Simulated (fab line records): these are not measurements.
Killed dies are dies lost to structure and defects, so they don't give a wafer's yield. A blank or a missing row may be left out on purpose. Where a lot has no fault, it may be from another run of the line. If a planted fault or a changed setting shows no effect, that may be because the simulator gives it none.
Which tool was responsible?    flow berkeley cmos170    42 wafers from 14 lots sampled at 5 of the route's 331 steps

== WHAT THE GAUGES READ, wafer by wafer ==
UCB170_V1_THK_MEAS_01. Usual: for V1_TEOS_THK the level is 1993 nm and the standard deviation is 27.
lot   measured      on             V1_TEOS_THK (nm)  flag
L135  day 7 08:01   film metro-02  1966 1969 2015    
L137  day 7 08:05   film metro-02  1963 2022 1969    
L138  day 7 19:17   film metro-02  1988 1972 2018    
L139  day 7 19:18   film metro-04  1971 1974 2009    
L140  day 8 05:00   film metro-01  1975 1963 2008    
L141  day 8 14:26   film metro-04  1968 2029 2194    
L144  day 9 00:28   film metro-02  1964 1983 1994    
L143  day 9 02:55   film metro-01  1978 2194 1983    
L147  day 9 15:34   film metro-04  1965 2026 1937    
L151  day 10 06:53  film metro-04  2000 1984 2011    
L154  day 10 18:47  film metro-02  2036 1974 2040    
L153  day 10 18:44  film metro-04  2017 1944 1985    
L157  day 11 17:44  film metro-04  1972 2010 2022    
L158  day 11 17:44  film metro-02  1988 1970 1966    

== WHICH TOOL RAN EACH LOT (tool, then ch and the chambers of the sampled wafers, then the start) ==
lot   UCB170_SILICIDE_SPUTTER_01    UCB170_SILICIDE_RTA_04            UCB170_M1_SPUTTER_00          UCB170_V1_CVD_00
L135  pvd sputter-04, day 6 20:01   rtp anneal-02 ch 0, day 6 20:14   pvd sputter-02, day 7 01:17   pecvd-03 ch 0,1,2, day 7 07:51
L137  pvd sputter-02, day 6 20:11   rtp anneal-01 ch 0, day 6 20:26   pvd sputter-04, day 7 02:12   pecvd-01 ch 0,2, day 7 07:51
L138  pvd sputter-02, day 7 07:52   rtp anneal-02 ch 0, day 7 08:04   pvd sputter-02, day 7 13:55   pecvd-01 ch 0,1,2, day 7 19:08
L139  pvd sputter-04, day 7 08:02   rtp anneal-01 ch 0, day 7 08:16   pvd sputter-03, day 7 13:33   pecvd-03 ch 1,2, day 7 19:08
L140  pvd sputter-02, day 7 17:35   rtp anneal-02 ch 0, day 7 17:48   pvd sputter-04, day 7 22:53   pecvd-03 ch 0,1, day 8 04:50
L141  pvd sputter-01, day 8 02:10   rtp anneal-01 ch 0, day 8 02:23   pvd sputter-03, day 8 07:39   pecvd-03 ch 0,1,2, day 8 14:16
L144  pvd sputter-01, day 8 14:13   rtp anneal-01 ch 0, day 8 14:26   pvd sputter-03, day 8 20:44   pecvd-02 ch 0,1, day 9 00:17
L143  pvd sputter-04, day 8 14:23   rtp anneal-02 ch 0, day 8 14:37   pvd sputter-04, day 8 20:50   pecvd-03 ch 0,1,2, day 9 02:44
L147  pvd sputter-01, day 8 22:53   rtp anneal-02 ch 0, day 8 23:06   pvd sputter-04, day 9 08:07   pecvd-01 ch 0,1,2, day 9 15:23
L151  pvd sputter-02, day 9 19:29   rtp anneal-02 ch 0, day 9 19:47   pvd sputter-03, day 10 02:04  pecvd-02 ch 0,1, day 10 06:43
L154  pvd sputter-04, day 10 06:05  rtp anneal-01 ch 0, day 10 06:19  pvd sputter-03, day 10 12:53  pecvd-01 ch 0,1,2, day 10 18:35
L153  pvd sputter-02, day 10 06:26  rtp anneal-02 ch 0, day 10 06:40  pvd sputter-02, day 10 11:27  pecvd-02 ch 0,2, day 10 18:35
L157  pvd sputter-02, day 11 05:25  rtp anneal-01 ch 0, day 11 05:38  pvd sputter-02, day 11 12:29  pecvd-01 ch 0,2, day 11 17:35
L158  pvd sputter-01, day 11 05:36  rtp anneal-02 ch 0, day 11 05:49  pvd sputter-02, day 11 11:55  pecvd-02 ch 0,2, day 11 17:35
- UCB170_SILICIDE_SPUTTER_01: material Ti, target thk 30 nm, time 25 s.
- UCB170_SILICIDE_RTA_04: time 15 s.
- UCB170_M1_SPUTTER_00: material Al, target thk 600 nm, time 80 s.
- UCB170_V1_CVD_00: deposits SiO2 from TEOS/O2, target thk 2000 nm, time 250 s.

== AS READ BY THE TOOLS THEMSELVES (means over the sampled wafers that have a number; for cases with no such wafer, the mark the record gives instead) ==
UCB170_SILICIDE_SPUTTER_01. Usual: throttle valve pct at 30.2 %, with a standard deviation of 0.86.
lot   tool            throttle valve pct (%)  flag
L135  pvd sputter-04  30.2                    
L137  pvd sputter-02  31.0                    
L138  pvd sputter-02  29.6                    
L139  pvd sputter-04  30.2                    
L140  pvd sputter-02  30.9                    
L141  pvd sputter-01  30.7                    
L144  pvd sputter-01  29.0                    
L143  pvd sputter-04  30.1                    
L147  pvd sputter-01  31.3                    
L151  pvd sputter-02  31.0                    
L154  pvd sputter-04  30.1                    
L153  pvd sputter-02  30.9                    
L157  pvd sputter-02  31.1                    
L158  pvd sputter-01  29.7                    

UCB170_SILICIDE_RTA_04. Usual: lamp power pct 11.46 %, standard deviation 0.22; wafer_temp_C_max 652.7, standard deviation 0.96.
lot   tool           lamp power pct (%)  wafer_temp_C_max  flag
L135  rtp anneal-02  11.24               652.1             
L137  rtp anneal-01  11.68               653.0             
L138  rtp anneal-02  11.24               652.1             
L139  rtp anneal-01  11.67               653.3             
L140  rtp anneal-02  11.23               651.8             
L141  rtp anneal-01  11.68               653.4             
L144  rtp anneal-01  11.68               653.3             
L143  rtp anneal-02  11.23               652.4             
L147  rtp anneal-02  11.23               651.8             
L151  rtp anneal-02  11.24               651.6             
L154  rtp anneal-01  11.69               653.8             
L153  rtp anneal-02  11.23               652.2             
L157  rtp anneal-01  11.68               653.7             
L158  rtp anneal-02  11.23               652.1             

UCB170_M1_SPUTTER_00. Usual: throttle valve pct at 30.3 %, with a standard deviation of 0.66.
lot   tool            throttle valve pct (%)  flag
L135  pvd sputter-02  30.5                    
L137  pvd sputter-04  30.1                    
L138  pvd sputter-02  30.4                    
L139  pvd sputter-03  30.0                    
L140  pvd sputter-04  30.2                    
L141  pvd sputter-03  30.2                    
L144  pvd sputter-03  30.5                    
L143  pvd sputter-04  30.2                    
L147  pvd sputter-04  29.9                    
L151  pvd sputter-03  30.5                    
L154  pvd sputter-03  30.0                    
L153  pvd sputter-02  31.1                    
L157  pvd sputter-02  30.5                    
L158  pvd sputter-02  30.4                    

UCB170_V1_CVD_00. Usual: heater power w 231 W, standard deviation 53; rf fwd power W 548.4 W, standard deviation 1.8.
lot   tool      heater power w (W)  rf fwd power W (W)  flag
L135  pecvd-03  213                 548.0               
L137  pecvd-01  226                 551.2               
L138  pecvd-01  239                 548.2               
L139  pecvd-03  223                 546.6               
L140  pecvd-03  197                 547.8               
L141  pecvd-03  177                 621.9               OFF
L144  pecvd-02  279                 549.6               
L143  pecvd-03  197                 620.4               OFF
L147  pecvd-01  244                 548.9               
L151  pecvd-02  280                 548.6               
L154  pecvd-01  214                 547.6               
L153  pecvd-02  302                 548.1               
L157  pecvd-01  259                 550.4               
L158  pecvd-02  281                 546.8               

== THE ANSWER, worked out from the rows above alone ==
Rule: a lot is off if the mean of its wafers that have a number lies more than 3 standard deviations from the usual mean. Also off: a lot with no number at a reading for which 4 or more lots have one. All remaining lots with rows at the step are treated as sound. After the gauges, taken in route order, come the tools' own readings; for these a lot's mean is taken, as printed above. At the first step where some lot is off, the reading lying furthest off is the one used; lots without a number count as furthest.
Off: L141, L143 (UCB170_V1_CVD_00, rf fwd power W).
If a tool, at that step or one of the process steps before it, ran each lot that is off and ran no sound lot following the first of them, it fits. One candidate fits, namely pecvd-03 at UCB170_V1_CVD_00. Its last sound lot is L140 (day 8 04:50), its first lot that is off L141 (day 8 14:16): a fault that began between those two fits.
On the lots that are off, the tool's own readings at UCB170_V1_CVD_00 differ by more than 5 times the standard deviation of the sound lots' means, which bears it out; rf fwd power W reads 621.1 W there versus 548.5 W on the sound lots.

== WHAT THE SIMULATOR PUT IN ==
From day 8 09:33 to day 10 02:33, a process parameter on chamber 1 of pecvd-03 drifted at UCB170_V1_CVD_00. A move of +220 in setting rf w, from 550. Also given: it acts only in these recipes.
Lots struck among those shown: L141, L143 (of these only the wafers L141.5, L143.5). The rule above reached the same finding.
